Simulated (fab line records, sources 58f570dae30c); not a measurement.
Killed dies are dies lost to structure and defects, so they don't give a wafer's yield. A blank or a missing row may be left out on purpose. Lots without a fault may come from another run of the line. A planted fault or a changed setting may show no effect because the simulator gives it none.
Which tool did it? | flow berkeley_cmos170 | 24 lots, 72 wafers sampled, at 4 steps of a route of 331

WHAT THE GAUGES READ, wafer by wafer
UCB170_PWELL_THK_MEAS_03.
lot  | measured    | on            | PWELL_OXIDE_THK (nm)
L074 | day 2 23:35 | film_metro-03 | 26.5 25.9 26.7
L076 | day 3 07:50 | film_metro-03 | 25.4 25.9 25.4
L075 | day 3 07:52 | film_metro-01 | 25.3 25.6 25.2
L078 | day 3 15:33 | film_metro-02 | 26.1 26.3 25.9
L077 | day 3 19:46 | film_metro-02 | 26.8 27.3 27.0
L079 | day 4 03:08 | film_metro-02 | 26.4 26.3 26.5
L080 | day 4 03:10 | film_metro-01 | 26.1 25.8 26.0
L081 | day 4 10:52 | film_metro-02 | 26.3 26.3 26.4
L082 | day 4 10:52 | film_metro-03 | 26.3 26.4 26.1
L083 | day 4 20:17 | film_metro-01 | 26.8 26.5 26.5
L084 | day 4 20:19 | film_metro-03 | 25.9 26.1 26.0
L086 | day 5 04:47 | film_metro-02 | 25.5 26.0 25.8
L085 | day 5 04:54 | film_metro-03 | 26.2 26.0 25.5
L087 | day 5 19:07 | film_metro-01 | 25.6 26.0 25.8
L088 | day 5 19:08 | film_metro-03 | 26.2 26.5 26.7
L089 | day 6 09:27 | film_metro-02 | 27.2 27.3 27.1
L090 | day 6 15:57 | film_metro-01 | 26.0 25.7 26.2
L091 | day 7 00:37 | film_metro-03 | 25.8 25.9 25.6
L092 | day 7 00:37 | film_metro-01 | 26.0 26.1 26.0
L093 | day 7 06:07 | film_metro-03 | 27.1 27.1 27.4
L094 | day 7 06:07 | film_metro-01 | 27.2 28.0 27.7
L095 | day 7 16:53 | film_metro-03 | 27.3 27.5 27.5
L096 | day 7 16:55 | film_metro-01 | 26.7 26.6 26.5
L097 | day 7 22:20 | film_metro-03 | 26.7 26.5 26.2

UCB170_ACTIVE_THK_MEAS_06.
lot  | measured     | on            | ACTIVE_NITRIDE_THK (nm)
L074 | day 4 18:57  | film_metro-04 | 223.4 226.8 225.5
L076 | day 4 18:59  | film_metro-04 | 223.3 223.6 221.6
L075 | day 4 19:02  | film_metro-03 | 220.8 220.3 221.4
L078 | day 5 14:09  | film_metro-03 | 218.3 220.7 220.3
L077 | day 5 14:10  | film_metro-04 | 219.9 219.3 219.6
L079 | day 6 03:10  | film_metro-04 | 218.2 221.4 219.3
L080 | day 6 03:11  | film_metro-02 | 222.0 221.0 221.3
L081 | day 6 16:31  | film_metro-03 | 217.4 219.7 219.6
L082 | day 6 16:31  | film_metro-02 | 221.7 221.7 222.3
L083 | day 7 01:11  | film_metro-02 | 221.5 224.3 224.9
L084 | day 7 01:13  | film_metro-03 | 219.5 222.3 220.4
L086 | day 7 06:43  | film_metro-04 | 224.0 224.3 223.9
L085 | day 7 06:42  | film_metro-02 | 217.0 218.1 215.5
L087 | day 7 19:27  | film_metro-03 | 222.6 219.8 220.7
L088 | day 7 19:27  | film_metro-02 | 220.6 218.9 219.3
L089 | day 8 05:30  | film_metro-03 | 221.4 223.1 221.3
L090 | day 8 12:25  | film_metro-03 | 218.3 220.8 219.2
L091 | day 9 02:27  | film_metro-03 | 218.4 217.0 219.5
L092 | day 9 02:27  | film_metro-04 | 220.4 220.9 222.9
L093 | day 9 09:22  | film_metro-02 | 223.5 222.4 221.6
L094 | day 9 09:22  | film_metro-04 | 217.5 220.4 219.7
L095 | day 9 09:22  | film_metro-03 | 219.6 220.7 219.8
L096 | day 9 09:27  | film_metro-04 | 220.6 220.8 218.8
L097 | day 10 00:44 | film_metro-02 | 218.8 218.4 220.7

UCB170_ACTIVE_CD_MEAS_13: target cd 1200 nm.
lot  | measured     | on        | cd_nm (nm)
L074 | day 4 20:19  | cd_sem-01 | 1202.8 1201.4 1201.9
L076 | day 4 20:25  | cd_sem-02 | 1200.9 1200.0 1202.0
L075 | day 4 20:44  | cd_sem-02 | 1201.3 1200.9 1201.2
L078 | day 5 15:11  | cd_sem-02 | 1199.9 1199.7 1199.5
L077 | day 5 15:56  | cd_sem-02 | 1200.8 1200.7 1200.7
L079 | day 6 04:04  | cd_sem-02 | 1198.2 1198.3 1198.8
L080 | day 6 04:22  | cd_sem-02 | 1200.2 1201.2 1200.0
L081 | day 6 17:26  | cd_sem-02 | 1198.0 1199.2 1198.9
L082 | day 6 17:41  | cd_sem-01 | 1200.0 1199.8 1198.8
L083 | day 7 02:26  | cd_sem-02 | 1199.3 1199.8 1199.0
L084 | day 7 02:41  | cd_sem-02 | 1197.7 1196.8 1199.6
L086 | day 7 07:55  | cd_sem-01 | 1200.7 1199.7 1198.3
L085 | day 7 07:43  | cd_sem-02 | 1199.5 1199.6 1200.4
L087 | day 7 20:22  | cd_sem-02 | 1198.1 1199.1 1199.2
L088 | day 7 20:38  | cd_sem-01 | 1198.7 1199.4 1198.6
L089 | day 8 06:38  | cd_sem-01 | 1201.2 1199.3 1202.1
L090 | day 8 13:19  | cd_sem-02 | 1199.1 1199.4 1200.1
L091 | day 9 03:29  | cd_sem-01 | 1201.3 1200.9 1200.4
L092 | day 9 03:37  | cd_sem-02 | 1200.4 1199.1 1199.5
L093 | day 9 10:44  | cd_sem-01 | 1198.9 1198.2 1198.9
L094 | day 9 10:28  | cd_sem-02 | 1197.5 1198.5 1199.6
L095 | day 9 11:01  | cd_sem-01 | 1199.7 1199.8 1199.3
L096 | day 9 11:04  | cd_sem-02 | 1199.0 1199.9 1199.1
L097 | day 10 02:01 | cd_sem-02 | 1198.2 1197.4 1198.3

WHICH TOOL RAN EACH LOT (tool, then ch and the chambers of the sampled wafers, then the start)
lot  | UCB170_PWELL_STRIP_16
L074 | plasma_asher-04 ch 0,1, day 3 08:38
L076 | plasma_asher-01 ch 0,1, day 3 16:29
L075 | plasma_asher-04 ch 0,1, day 3 16:15
L078 | plasma_asher-04 ch 0,1, day 4 02:53
L077 | plasma_asher-03 ch 0,1, day 4 03:07
L079 | plasma_asher-03 ch 0,1, day 4 11:19
L080 | plasma_asher-01 ch 0,1, day 4 11:37
L081 | plasma_asher-04 ch 0,1, day 4 20:49
L082 | plasma_asher-01 ch 0,1, day 4 21:00
L083 | plasma_asher-04 ch 0,1, day 5 06:29
L084 | plasma_asher-01 ch 0,1, day 5 06:11
L086 | plasma_asher-01 ch 0,1, day 5 16:27
L085 | plasma_asher-01 ch 0,1, day 5 16:46
L087 | plasma_asher-04 ch 0,1, day 6 07:08
L088 | plasma_asher-01 ch 0, day 6 07:23
L089 | plasma_asher-01 ch 0,1, day 6 21:02
L090 | plasma_asher-01 ch 0,1, day 7 01:02
L091 | plasma_asher-04 ch 0,1, day 7 08:53
L092 | plasma_asher-03 ch 0,1, day 7 09:07
L093 | plasma_asher-01 ch 0,1, day 7 17:50
L094 | plasma_asher-04 ch 0,1, day 7 17:35
L095 | plasma_asher-03 ch 0,1, day 8 02:55
L096 | plasma_asher-04 ch 0,1, day 8 02:43
L097 | plasma_asher-03 ch 0, day 8 10:32
- UCB170_PWELL_STRIP_16: strips in O2.

WHAT THE TOOLS THEMSELVES READ (means of the sampled wafers that have a number; where no wafer has one, the mark that the record gives instead)
UCB170_PWELL_STRIP_16.
lot  | tool            | chamber_pressure_mTorr (mTorr) | drypump_motor_current_A (A) | oes_product_au (a.u.) | strip_time_to_endpoint_s (s)
L074 | plasma_asher-04 | 3498                           | 5.4                         | 0.716                 | 18.21
L076 | plasma_asher-01 | 3501                           | 6.2                         | 0.725                 | 17.96
L075 | plasma_asher-04 | 3499                           | 5.4                         | 0.719                 | 18.15
L078 | plasma_asher-04 | 3501                           | 5.7                         | 0.726                 | 17.98
L077 | plasma_asher-03 | 3500                           | 5.4                         | 0.724                 | 18.11
L079 | plasma_asher-03 | 3498                           | 5.5                         | 0.717                 | 18.07
L080 | plasma_asher-01 | 3496                           | 6.3                         | 0.725                 | 18.12
L081 | plasma_asher-04 | 3502                           | 5.4                         | 0.720                 | 18.11
L082 | plasma_asher-01 | 3501                           | 6.3                         | 0.720                 | 18.11
L083 | plasma_asher-04 | 3498                           | 5.4                         | 0.721                 | 18.06
L084 | plasma_asher-01 | 3499                           | 6.2                         | 0.720                 | 18.03
L086 | plasma_asher-01 | 3504                           | 6.2                         | 0.714                 | 18.07
L085 | plasma_asher-01 | 3501                           | 6.2                         | 0.722                 | 18.04
L087 | plasma_asher-04 | 3499                           | 5.4                         | 0.723                 | 18.10
L088 | plasma_asher-01 | 3500                           | 6.3                         | 0.717                 | 18.05
L089 | plasma_asher-01 | 3502                           | 6.2                         | 0.719                 | 18.16
L090 | plasma_asher-01 | 3499                           | 6.2                         | 0.716                 | 18.10
L091 | plasma_asher-04 | 3500                           | 5.7                         | 0.722                 | 18.15
L092 | plasma_asher-03 | 3503                           | 5.5                         | 0.720                 | 18.07
L093 | plasma_asher-01 | 3503                           | 6.3                         | 0.719                 | 18.08
L094 | plasma_asher-04 | 3500                           | 5.4                         | 0.719                 | 18.04
L095 | plasma_asher-03 | 3501                           | 5.6                         | 0.724                 | 18.08
L096 | plasma_asher-04 | 3504                           | 5.4                         | 0.722                 | 18.13
L097 | plasma_asher-03 | 3498                           | 5.4                         | 0.720                 | 18.18

THE ANSWER, worked out from the rows above alone
Rule: what is usual is taken from the lots themselves. Put in order of their means at a reading, lots are off if they are a third of the lots or fewer, leave a main group of 4 or more, and stand apart from it by a gap of 3 or more times the standard deviation of the main group's means; of several such gaps the widest counts. A main group whose means are all the same, to the digits that the tables above print for the reading, isn't used. A lot without any number at a reading at which 4 lots or more have one is off too. The other lots that the step has rows for count as sound. The gauges are gone through in route order, then the tools' own readings, and for those a lot's mean is taken as printed above. The first step at which some lot is off is used, and at that step the reading that is off furthest; a lot without a number counts as furthest.
No lot is off at any reading shown: from this, nothing can be told.

WHAT THE SIMULATOR HAD PUT IN
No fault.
